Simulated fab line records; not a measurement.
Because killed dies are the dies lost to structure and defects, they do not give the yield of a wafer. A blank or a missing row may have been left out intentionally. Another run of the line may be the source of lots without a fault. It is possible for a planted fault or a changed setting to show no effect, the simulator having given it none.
Matching of chambers | flow berkeley-cmos170 | UCB170_V2_ETCH_14 on rie-diel-04: 4 sister chambers
The step etches SiO2 in CHF3/CF4/Ar, stops on Al, target depth 1250 nm, time 291 s. 16 wafers are shown with their chamber, then 8 later ones without.

## WAFERS, EACH WITH ITS CHAMBER
wafer  | chamber | drypump-motor-current-A (A) | throttle-valve-pct (%) | oes-product-au (a.u.)
L732.1 | 1       | 5.7                         | 6.93                   | 0.885
L732.2 | 2       | 6.1                         | 6.75                   | 0.874
L732.6 | 3       | 6.4                         | 6.91                   | 0.863
L735.2 | 1       | 5.7                         | 6.94                   | 0.881
L735.5 | 1       | 5.7                         | 6.93                   | 0.885
L735.6 | 2       | 6.1                         | 6.75                   | 0.875
L739.2 | 1       | 5.6                         | 6.93                   | 0.891
L739.3 | 3       | 6.4                         | 6.90                   | 0.857
L739.6 | 2       | 6.1                         | 6.75                   | 0.885
L741.1 | 2       | 6.1                         | 6.76                   | 0.890
L741.2 | 0       | 5.5                         | 6.93                   | 0.850
L741.6 | 1       | 5.7                         | 6.92                   | 0.890
L752.2 | 3       | 6.4                         | 6.91                   | 0.868
L752.4 | 0       | 5.5                         | 6.91                   | 0.853
L752.6 | 0       | 5.5                         | 6.94                   | 0.853
L750.2 | 3       | 6.4                         | 6.90                   | 0.867

SIGNATURES (averages over the wafers above)
reading                 | chamber 0 | chamber 1 | chamber 2 | chamber 3 | scatter within a chamber
drypump-motor-current-A | 5.500     | 5.680     | 6.100     | 6.400     | 0.0258
throttle-valve-pct      | 6.9267    | 6.9300    | 6.7525    | 6.9050    | 0.00837
oes-product-au          | 0.85200   | 0.88640   | 0.88100   | 0.86375   | 0.00524
Rule: a wafer lies at a distance from a chamber equal to the root of the sum of squares, over the readings, of (its reading less the chamber's mean, divided by the reading's scatter). If the next closest chamber is less than 2 further off than the closest, the wafer can't be placed; otherwise it belongs to the closest. The scatter is the square root of a quotient: the sum, over the shown wafers, of each reading's squared deviation from its chamber's mean, divided by wafers minus chambers.

## WAFERS WHOSE CHAMBER IS MISSING
wafer  | drypump-motor-current-A (A) | throttle-valve-pct (%) | oes-product-au (a.u.)
L750.3 | 6.4                         | 6.89                   | 0.867
L750.4 | 5.4                         | 6.93                   | 0.858
L748.1 | 6.4                         | 6.90                   | 0.867
L748.2 | 5.5                         | 6.94                   | 0.847
L748.6 | 5.4                         | 6.94                   | 0.861
L754.3 | 6.4                         | 6.92                   | 0.870
L754.4 | 5.7                         | 6.94                   | 0.885
L754.6 | 6.1                         | 6.75                   | 0.872

## EACH ONE'S CHAMBER
wafer  | from the rows above | in truth
L750.3 | 3                   | 3
L750.4 | 0                   | 0
L748.1 | 3                   | 3
L748.2 | 0                   | 0
L748.6 | 0                   | 0
L754.3 | 3                   | 3
L754.4 | 1                   | 1
L754.6 | 2                   | 2
Correct placement for 8 of the 8. From these rows, 0 cannot be placed. Number placed wrongly: 0.
